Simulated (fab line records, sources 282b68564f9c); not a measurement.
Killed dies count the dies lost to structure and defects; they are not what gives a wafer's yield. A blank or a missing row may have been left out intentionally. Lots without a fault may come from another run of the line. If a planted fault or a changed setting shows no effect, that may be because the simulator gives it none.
Which tool is to blame?    flow rit_cmos    Sampling: 13 lots, 39 wafers, 4 of 202 route steps

WHAT THE GAUGES READ, wafer by wafer
RIT_CONTACT_OVL_MEAS_09. Usual: CONTACT_OVL typically reads 0.3 nm, with standard deviation 1.2.
lot   measured     on          CONTACT_OVL (nm)  flag
L961  day 3 06:19  overlay-02  1.2 0.8 2.3       
L962  day 3 10:43  overlay-02  -1.8 -2.0 -1.5    
L963  day 3 17:59  overlay-02  -0.3 -0.6 -0.2    
L964  day 4 00:07  overlay-02  -0.5 -1.2 -0.6    
L965  day 4 05:45  overlay-01  0.4 0.3 -0.5      
L966  day 4 07:35  overlay-01  -0.6 1.0 1.6      
L969  day 4 22:47  overlay-01  1.6 1.5 1.9       
L972  day 5 17:33  overlay-02  0.6 1.8 1.9       
L973  day 5 19:35  overlay-02  -1.0 0.3 -0.7     
L977  day 6 14:22  overlay-02  0.2 0.0 0.0       
L978  day 6 18:13  overlay-02  1.1 0.1 1.3       
L983  day 8 00:14  overlay-02  1.3 1.7 0.9       
L984  day 8 08:49  overlay-01  0.5 0.4 1.4       

RIT_M1_OVL_MEAS_10. Usual: M1_OVL typically reads 0.6 nm, with standard deviation 1.3.
lot   measured     on          M1_OVL (nm)     flag
L961  day 3 08:56  overlay-01  0.6 1.0 -0.2    
L962  day 3 13:21  overlay-02  1.7 1.2 0.1     
L963  day 3 20:29  overlay-02  1.9 2.0 1.1     
L964  day 4 02:44  overlay-01  -2.4 -1.5 -1.6  
L965  day 4 08:26  overlay-01  0.0 -0.2 -0.7   
L966  day 4 10:05  overlay-01  0.3 1.2 2.3     
L969  day 5 01:17  overlay-02  1.5 1.0 1.2     
L972  day 5 20:11  overlay-02  -0.7 -1.9 -0.7  
L973  day 5 22:35  overlay-02  1.0 1.6 0.8     
L977  day 6 17:00  overlay-02  0.8 -0.6 -0.1   
L978  day 6 20:51  overlay-02  -1.0 -1.7 -2.0  
L983  day 8 02:44  overlay-01  0.1 -1.0 0.3    
L984  day 8 11:25  overlay-02  -0.1 1.6 1.8    

TOOL THAT RAN EACH LOT (tool first, then ch and the chambers of the sampled wafers, then the start)
lot   RIT_ACTIVE_CLEAN_17             RIT_NSD_STRIP_09
L961  wet_bench-04 ch 0, day 1 15:20  plasma_asher-03 ch 0,1, day 3 02:00
L962  wet_bench-03 ch 0, day 1 21:21  plasma_asher-03 ch 0,1, day 3 06:09
L963  wet_bench-04 ch 2, day 2 01:31  plasma_asher-04 ch 0,1, day 3 13:35
L964  wet_bench-02 ch 0, day 2 07:22  plasma_asher-03 ch 0,1, day 3 19:42
L965  wet_bench-04 ch 0, day 2 14:47  plasma_asher-04 ch 0,1, day 4 01:11
L966  wet_bench-04 ch 2, day 2 16:47  plasma_asher-02 ch 0,1, day 4 03:07
L969  wet_bench-04 ch 0, day 3 07:29  plasma_asher-02 ch 0,1, day 4 17:58
L972  wet_bench-02 ch 1, day 3 23:23  plasma_asher-02 ch 0,1, day 5 08:35
L973  wet_bench-02 ch 2, day 4 04:41  plasma_asher-04 ch 0, day 5 14:55
L977  wet_bench-04 ch 2, day 5 00:05  plasma_asher-02 ch 0,1, day 6 09:57
L978  wet_bench-02 ch 3, day 5 06:07  plasma_asher-03 ch 0,1, day 6 13:43
L983  wet_bench-02 ch 2, day 6 05:31  plasma_asher-03 ch 0,1, day 7 19:56
L984  wet_bench-03 ch 0, day 6 11:17  plasma_asher-03 ch 0,1, day 8 04:22
- RIT_ACTIVE_CLEAN_17: cleans in SC2, time 600 s.
- RIT_NSD_STRIP_09: strips in O2, time 180 s.

WHAT THE TOOLS THEMSELVES READ (means of the sampled wafers that have a number; where no wafer has one, the mark that the record gives instead)
RIT_ACTIVE_CLEAN_17. Usual: bath_guard_temp_C reads 75.1 C (standard deviation 0.61).
lot   tool          bath_guard_temp_C (C)  flag
L961  wet_bench-04  74.5                   
L962  wet_bench-03  74.7                   
L963  wet_bench-04  74.6                   
L964  wet_bench-02  75.5                   
L965  wet_bench-04  74.4                   
L966  wet_bench-04  74.5                   
L969  wet_bench-04  74.7                   
L972  wet_bench-02  75.2                   
L973  wet_bench-02  75.8                   
L977  wet_bench-04  74.7                   
L978  wet_bench-02  75.0                   
L983  wet_bench-02  75.6                   
L984  wet_bench-03  74.2                   

RIT_NSD_STRIP_09. Usual: chamber_pressure_mTorr 4000 mTorr, standard deviation 3.5; drypump_motor_current_A 6.0 A, standard deviation 0.55.
lot   tool             chamber_pressure_mTorr (mTorr)  drypump_motor_current_A (A)  flag
L961  plasma_asher-03  4001                            6.4                          
L962  plasma_asher-03  3999                            6.5                          
L963  plasma_asher-04  3998                            6.0                          
L964  plasma_asher-03  3998                            6.3                          
L965  plasma_asher-04  4001                            5.6                          
L966  plasma_asher-02  4000                            5.6                          
L969  plasma_asher-02  4003                            5.2                          
L972  plasma_asher-02  4001                            5.2                          
L973  plasma_asher-04  4000                            6.3                          
L977  plasma_asher-02  3998                            5.2                          
L978  plasma_asher-03  3997                            6.4                          
L983  plasma_asher-03  3999                            6.4                          
L984  plasma_asher-03  4002                            6.3                          

THE ANSWER, worked out from the rows above alone
Rule: a lot is off if the mean of its wafers that have a number lies more than 3 standard deviations from the usual mean. A lot without any number at a reading at which 4 lots or more have one is off too. Where the step has rows for the other lots, those lots are counted as sound. After the gauges, taken in route order, come the tools' own readings; for these a lot's mean is taken, as printed above. The first step at which some lot is off is used, and at that step the reading that is off furthest; a lot without a number counts as furthest.
No lot is off on any of the readings shown, so nothing can be concluded from this.

WHAT HAD BEEN PUT IN BY THE SIMULATOR
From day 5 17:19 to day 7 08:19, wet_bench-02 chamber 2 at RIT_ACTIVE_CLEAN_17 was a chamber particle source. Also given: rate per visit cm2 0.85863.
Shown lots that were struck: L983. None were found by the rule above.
